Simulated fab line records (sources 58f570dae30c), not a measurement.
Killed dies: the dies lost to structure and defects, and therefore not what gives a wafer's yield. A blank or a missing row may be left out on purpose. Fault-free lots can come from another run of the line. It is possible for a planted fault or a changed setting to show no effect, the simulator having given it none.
A lot that was struck, set against a sound lot | flow berkeley_cmos170 | 19 steps out of a route of 331
Sound: the wafers L346.2, L346.4, L346.5. The struck wafers were L353.1, L353.3, L353.5. The cause is named last.
Per side, at each step with rows, come the tool, then ch with its chambers, and then its first start. Under that, the readings that differ: sound wafers | struck wafers | difference of the means | sigmas: that difference in standard deviations of wafers without a fault.
alike: words and numbers the same on both sides, and readings whose means are apart by under 2 such deviations; not compared: readings that were withheld, readings missing a value for some wafer, numbers with overlapping values and no deviation given by the record, and bounds like >300 which may hide the same value.
The two part at a step that has a row with sigmas, a row that says differs or no value, or rows on one side only. Numbers that have no deviation but don't overlap get no sigmas and don't part them. A reading that every wafer of one side lacks parts them only if that side has two wafers or more.

first, 1 step without rows for these wafers: UCB170_M2_PRE_CLEAN_00 (preclean etch time 60 s).
UCB170_M2_SPUTTER_01: material Al, target thk 900 nm, time 120 s.
  sound on pvd_sputter-02 at day 9 15:55; struck on pvd_sputter-02 at day 10 14:24
  alike: throttle_valve_pct
UCB170_M2_RS_MEAS_02: measures by four-point-probe.
  sound on film_metro-03 at day 9 16:01; struck on film_metro-04 at day 10 14:29
  alike: M2_AL_RS
UCB170_M2_THK_MEAS_03: measures by xrf.
  sound on film_metro-03 at day 9 16:07; struck on film_metro-04 at day 10 14:37
  alike: M2_AL_THK
then, 3 steps without rows for these wafers: UCB170_M2_HMDS_04 (prime time 60 s); UCB170_M2_COAT_05 (resist thk 900 nm); UCB170_M2_SOFTBAKE_06 (time 60 s).
UCB170_M2_STRIP_07: strips in O2.
  sound on plasma_asher-02 ch 0,1, day 9 17:05; struck on plasma_asher-03 ch 0,1, day 10 15:08
  alike: drypump_motor_current_A, oes_product_au, strip_time_to_endpoint_s
  not compared: rf_hours_counter_h
then, 4 steps without rows for these wafers: UCB170_M2_STRIP_08 (strips KrF in DMSO, time 600 s); UCB170_M2_COAT_09; UCB170_M2_COAT_10 (resist thk 900 nm); UCB170_M2_SOFTBAKE_11 (time 60 s).
UCB170_M2_EXPOSE_12: exposes mask METAL2, target cd 700 nm.
  sound on krf_scanner-02 ch 0, day 9 17:58; struck on krf_scanner-02 ch 0, day 10 16:05
  reading                    | sound                | struck            | difference | sigmas
  model.M2.overlay_x_nm (nm) | -1.613 -1.613 -1.613 | 111.6 111.6 111.6 | +113.2     |
  alike: mask, reticle_temp_C
then, 2 steps without rows for these wafers: UCB170_M2_PEB_13; UCB170_M2_DEVELOP_14 (develop time 45 s).
UCB170_M2_CD_MEAS_15 targets a cd of 700 nm.
  sound on cd_sem-01 at day 9 18:22; struck on cd_sem-01 at day 10 16:29
  reading    | sound             | struck            | difference | sigmas
  cd_nm (nm) | 700.4 699.8 699.0 | 704.0 704.4 703.8 | +4.3       | +3
UCB170_M2_OVL_MEAS_16:
  sound on overlay-01 at day 9 18:29; struck on overlay-02 at day 10 16:36
  reading     | sound  | struck      | difference | sigmas
  M2_OVL (nm) | -2 1 2 | 108 111 112 | +110       | +20
UCB170_M2_ETCH_17: etches BARC in N2/H2.
  sound on rie_diel-04 ch 1,2,3, day 9 18:31; struck on rie_diel-01 ch 1,2, day 10 16:38
  alike: drypump_motor_current_A, oes_product_au, throttle_valve_pct
UCB170_M3_PROBE_99:
  only the struck wafers here have rows in the record (prober-02, day 10 22:35); the sound ones have none

== WHERE THEY PART ==
At UCB170_M2_CD_MEAS_15 first; at UCB170_M3_PROBE_99 last (within this record only).

WHY: whatever the simulator had introduced
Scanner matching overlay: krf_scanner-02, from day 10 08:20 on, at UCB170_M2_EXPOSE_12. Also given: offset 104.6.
